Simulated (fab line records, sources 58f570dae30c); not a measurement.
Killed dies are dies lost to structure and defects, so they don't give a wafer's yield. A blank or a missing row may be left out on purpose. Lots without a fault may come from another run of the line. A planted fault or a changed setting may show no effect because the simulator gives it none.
One fault seen from 2 desks | flow berkeley_cmos170 | each desk has only its own numbers; what lay behind them comes last

THE METROLOGY DESK
What the gauges read, lot by lot, whatever tool the lot ran on: means of the sampled wafers that have a number. A lot is out of limits, marked OUT, if its mean lies more than 4 standard deviations from the usual mean; the brackets give that distance.
Columns: A = PWELL_TW at UCB170_PWELL_TW_MEAS_17, usual 378; B = PLDD_TW at UCB170_PLDD_TW_MEAS_11, usual 1005; C = PLDD_RS at UCB170_SDANNEAL_RS_MEAS_04, usual 1031.9 ohm/sq
lot  | first seen here | A   | B    | C
L866 | day 3 05:12     | 370 | 1019 | 1030.2
L868 | day 3 23:06     | 382 | 1019 | 1030.1
L869 | day 3 23:38     | 382 | 1018 | 1033.8
L870 | day 4 10:17     | 384 | 990  | 1033.8
L871 | day 4 14:28     | 374 | 963  | 1122.4 (+35) OUT
L872 | day 4 14:43     | 380 | 961  | 1122.5 (+35) OUT
L873 | day 4 22:25     | 385 | 1018 | 1031.5
L877 | day 5 15:11     | 381 | 1005 | 1030.5
L879 | day 5 15:13     | 372 | 986  | 1121.2 (+34) OUT
L881 | day 6 10:12     | 383 | 1018 | 1028.2
L880 | day 6 10:52     | 381 | 1000 | 1031.9
L883 | day 6 19:51     | 380 | 994  | 1036.5
L886 | day 8 03:43     | 381 | 1004 | 1030.1
L887 | day 8 04:01     | 381 | 1002 | 1031.2
L888 | day 8 10:32     | 373 | 995  | 1036.0
This desk's finding: out of limits on L871, L872, L879; first on L871, day 9 02:07 (PLDD_RS at UCB170_SDANNEAL_RS_MEAS_04). In limits: L866, L868, L869, L870, L873, L877, L881, L880, L883, L886, L887, L888.

THE TOOL OWNER'S DESK: implanter-04
The tool's own readings at UCB170_PLDD_IMPLANT_08: means of the sampled wafers that have a number, for each lot that ran on this tool. A lot is out of limits, marked OUT, if its mean lies more than 4 standard deviations from the usual mean; the brackets give that distance.
Columns: A = beam_on_s at UCB170_PLDD_IMPLANT_08, usual 10.2 s; B = faraday_current_uA at UCB170_PLDD_IMPLANT_08, usual 155
lot  | first seen here | A              | B
L866 | day 6 23:30     | 10.1           | 156
L868 | day 7 18:12     | 10.0           | 158
L869 | day 8 07:32     | 10.1           | 157
L871 | day 8 13:06     | 8.0 (-6.1) OUT | 198 (+8.2) OUT
L872 | day 8 13:31     | 8.1 (-5.9) OUT | 196 (+7.7) OUT
L879 | day 9 16:49     | 8.0 (-6.2) OUT | 200 (+8.4) OUT
L887 | day 12 12:47    | 9.9            | 160
L888 | day 13 05:55    | 10.0           | 157
This desk's finding: out of limits on L871, L872, L879; first on L871, day 8 13:06 (beam_on_s at UCB170_PLDD_IMPLANT_08). In limits: L866, L868, L869, L887, L888.

PUT TOGETHER
The tool owner's desk could have raised an alarm at day 8 13:06, on L871, L872, L879.
The metrology desk could have raised an alarm at day 9 02:07, on L871, L872, L879.
Of the lots named, all ran UCB170_PLDD_IMPLANT_08 on implanter-04.

WHAT THE SIMULATOR HAD PUT IN
Process parameter drift: implanter-04, from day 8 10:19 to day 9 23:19, at UCB170_PLDD_IMPLANT_08. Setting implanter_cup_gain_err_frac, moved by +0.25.
Lots struck among those shown: L871, L872, L879.
Hours from the fault's start to each desk's first reading out of limits: the tool owner's desk, 3; the metrology desk, 16.
